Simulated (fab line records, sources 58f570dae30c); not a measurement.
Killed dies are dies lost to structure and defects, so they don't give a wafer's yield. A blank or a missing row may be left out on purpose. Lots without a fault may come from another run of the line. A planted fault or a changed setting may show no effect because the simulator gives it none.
Which tool did it? | flow berkeley_cmos170 | 14 lots, 42 wafers sampled, at 5 steps of a route of 331

WHAT THE GAUGES READ, wafer by wafer
UCB170_SDANNEAL_RS_MEAS_04: measures by four-point-probe.
lot  | measured     | on            | PLDD_RS (ohm/sq)
L589 | day 6 18:30  | film_metro-02 | 1035.2 1032.9 1035.8
L590 | day 6 18:59  | film_metro-04 | 1036.2 1037.3 1035.1
L591 | day 7 13:31  | film_metro-03 | 1031.2 1031.6 1032.3
L595 | day 7 18:41  | film_metro-02 | 1034.3 1035.3 1032.4
L593 | day 7 19:19  | film_metro-02 | 1030.4 1029.6 1029.4
L599 | day 8 18:41  | film_metro-02 | 1035.0 1035.0 1035.9
L601 | day 9 02:21  | film_metro-03 | 1031.0 1030.7 1036.2
L600 | day 9 02:32  | film_metro-02 | 1032.1 1031.6 1028.9
L602 | day 10 07:35 | film_metro-03 | 1031.4 1035.9 1030.9
L604 | day 10 07:50 | film_metro-04 | 1030.9 1031.1 1030.8
L605 | day 10 11:43 | film_metro-02 | 1028.8 1032.3 1031.0
L606 | day 10 17:22 | film_metro-03 | 1030.9 1032.7 1028.4
L607 | day 10 19:29 | film_metro-02 | 1031.7 1030.8 1031.4
L610 | day 11 12:38 | film_metro-02 | 1033.2 1031.5 1029.3

UCB170_CONTACT_CD_MEAS_15: target cd 700 nm.
lot  | measured     | on        | cd_nm (nm)
L589 | day 6 23:03  | cd_sem-01 | 698.4 698.7 697.9
L590 | day 7 01:25  | cd_sem-02 | 699.5 699.4 700.6
L591 | day 7 18:34  | cd_sem-02 | 701.6 702.0 699.5
L595 | day 7 23:31  | cd_sem-01 | 698.3 698.9 697.9
L593 | day 8 00:25  | cd_sem-01 | 700.7 700.5 701.7
L599 | day 8 22:57  | cd_sem-02 | 700.8 698.7 698.8
L601 | day 9 06:37  | cd_sem-01 | 700.0 699.5 700.7
L600 | day 9 06:48  | cd_sem-02 | 697.7 698.7 697.6
L602 | day 10 12:02 | cd_sem-01 | 699.6 701.4 699.7
L604 | day 10 16:53 | cd_sem-01 | 698.5 698.4 700.4
L605 | day 10 20:40 | cd_sem-02 | 698.6 699.6 700.6
L606 | day 10 23:25 | cd_sem-01 | 700.1 700.0 700.7
L607 | day 11 03:30 | cd_sem-02 | 701.4 698.9 699.7
L610 | day 11 18:49 | cd_sem-01 | 702.5 702.0 702.8

UCB170_V1_THK_MEAS_01.
lot  | measured     | on            | V1_TEOS_THK (nm)
L589 | day 7 05:38  | film_metro-03 | 1993 2017 1991
L590 | day 7 08:39  | film_metro-01 | 4050 4111 4094
L591 | day 8 01:59  | film_metro-01 | 1959 1966 1981
L595 | day 8 05:59  | film_metro-02 | 1954 2002 1992
L593 | day 8 06:18  | film_metro-03 | 3951 3968 4045
L599 | day 9 08:58  | film_metro-02 | 2003 2013 2019
L601 | day 9 14:39  | film_metro-03 | 1994 1985 1984
L600 | day 9 14:34  | film_metro-01 | 1972 2000 2000
L602 | day 10 18:29 | film_metro-01 | 1988 1982 2019
L604 | day 10 23:41 | film_metro-01 | 1976 2018 1991
L605 | day 11 02:40 | film_metro-03 | 1948 2006 2008
L606 | day 11 07:05 | film_metro-02 | 1979 2032 2015
L607 | day 11 11:22 | film_metro-01 | 1984 1987 2023
L610 | day 12 01:58 | film_metro-02 | 2039 2020 2010

WHICH TOOL RAN EACH LOT (tool, then ch and the chambers of the sampled wafers, then the start)
lot  | UCB170_CONTACT_STRIP_19              | UCB170_V1_CVD_00
L589 | plasma_asher-02 ch 0,1, day 6 23:22  | pecvd-03 ch 0,1,2, day 7 05:29
L590 | plasma_asher-04 ch 0,1, day 7 01:43  | pecvd-01 ch 0,1,2, day 7 08:13
L591 | plasma_asher-04 ch 0,1, day 7 18:53  | pecvd-03 ch 0,1,2, day 8 01:49
L595 | plasma_asher-02 ch 0,1, day 7 23:50  | pecvd-03 ch 1,2, day 8 05:49
L593 | plasma_asher-02 ch 0,1, day 8 00:44  | pecvd-04 ch 0,1,2, day 8 05:49
L599 | plasma_asher-04 ch 0,1, day 8 23:17  | pecvd-01 ch 0,1, day 9 08:49
L601 | plasma_asher-02 ch 0,1, day 9 06:56  | pecvd-03 ch 1,2, day 9 14:29
L600 | plasma_asher-01 ch 0,1, day 9 07:07  | pecvd-04 ch 0,1,2, day 9 14:24
L602 | plasma_asher-04 ch 0,1, day 10 12:21 | pecvd-01 ch 1,2, day 10 18:20
L604 | plasma_asher-04 ch 0,1, day 10 17:12 | pecvd-01 ch 0,2, day 10 23:31
L605 | plasma_asher-01 ch 0,1, day 10 20:59 | pecvd-03 ch 0,2, day 11 02:30
L606 | plasma_asher-04 ch 0,1, day 10 23:44 | pecvd-01 ch 0,2, day 11 06:56
L607 | plasma_asher-04 ch 0,1, day 11 03:49 | pecvd-01 ch 0,2, day 11 11:13
L610 | plasma_asher-01 ch 0,1, day 11 19:09 | pecvd-01 ch 0,1,2, day 12 01:49
- UCB170_CONTACT_STRIP_19: strips in O2.
- UCB170_V1_CVD_00: deposits SiO2 from TEOS/O2, target thk 2000 nm, time 250 s.

WHAT THE TOOLS THEMSELVES READ (means of the sampled wafers that have a number; where no wafer has one, the mark that the record gives instead)
UCB170_CONTACT_STRIP_19.
lot  | tool            | drypump_motor_current_A (A) | oes_product_au (a.u.)
L589 | plasma_asher-02 | 5.8                         | 0.726
L590 | plasma_asher-04 | 5.2                         | 0.730
L591 | plasma_asher-04 | 5.2                         | 0.726
L595 | plasma_asher-02 | 5.6                         | 0.725
L593 | plasma_asher-02 | 5.8                         | 0.727
L599 | plasma_asher-04 | 5.5                         | 0.726
L601 | plasma_asher-02 | 5.8                         | 0.725
L600 | plasma_asher-01 | 6.2                         | 0.730
L602 | plasma_asher-04 | 5.5                         | 0.724
L604 | plasma_asher-04 | 5.2                         | 0.730
L605 | plasma_asher-01 | 5.9                         | 0.722
L606 | plasma_asher-04 | 5.2                         | 0.727
L607 | plasma_asher-04 | 5.2                         | 0.721
L610 | plasma_asher-01 | 5.9                         | 0.723

UCB170_V1_CVD_00.
lot  | tool     | heater_power_w (W)
L589 | pecvd-03 | 240
L590 | pecvd-01 | 278
L591 | pecvd-03 | 207
L595 | pecvd-03 | 227
L593 | pecvd-04 | 231
L599 | pecvd-01 | 268
L601 | pecvd-03 | 200
L600 | pecvd-04 | 217
L602 | pecvd-01 | 266
L604 | pecvd-01 | 271
L605 | pecvd-03 | 236
L606 | pecvd-01 | 245
L607 | pecvd-01 | 285
L610 | pecvd-01 | 260

THE ANSWER, worked out from the rows above alone
Rule: what is usual is taken from the lots themselves. Put in order of their means at a reading, lots are off if they are a third of the lots or fewer, leave a main group of 4 or more, and stand apart from it by a gap of 3 or more times the standard deviation of the main group's means; of several such gaps the widest counts. A main group whose means are all the same, to the digits that the tables above print for the reading, isn't used. A lot without any number at a reading at which 4 lots or more have one is off too. The other lots that the step has rows for count as sound. The gauges are gone through in route order, then the tools' own readings, and for those a lot's mean is taken as printed above. The first step at which some lot is off is used, and at that step the reading that is off furthest; a lot without a number counts as furthest.
Off: L590, L593, at UCB170_V1_THK_MEAS_01 (V1_TEOS_THK). The main group: mean 1996 nm, standard deviation 14.
A tool fits if, at a process step before that reading, it ran every lot that is off, and no sound lot after the first of them. The gauges at UCB170_V1_THK_MEAS_01 are tried like those tools. None of those tried fits.

WHAT THE SIMULATOR HAD PUT IN
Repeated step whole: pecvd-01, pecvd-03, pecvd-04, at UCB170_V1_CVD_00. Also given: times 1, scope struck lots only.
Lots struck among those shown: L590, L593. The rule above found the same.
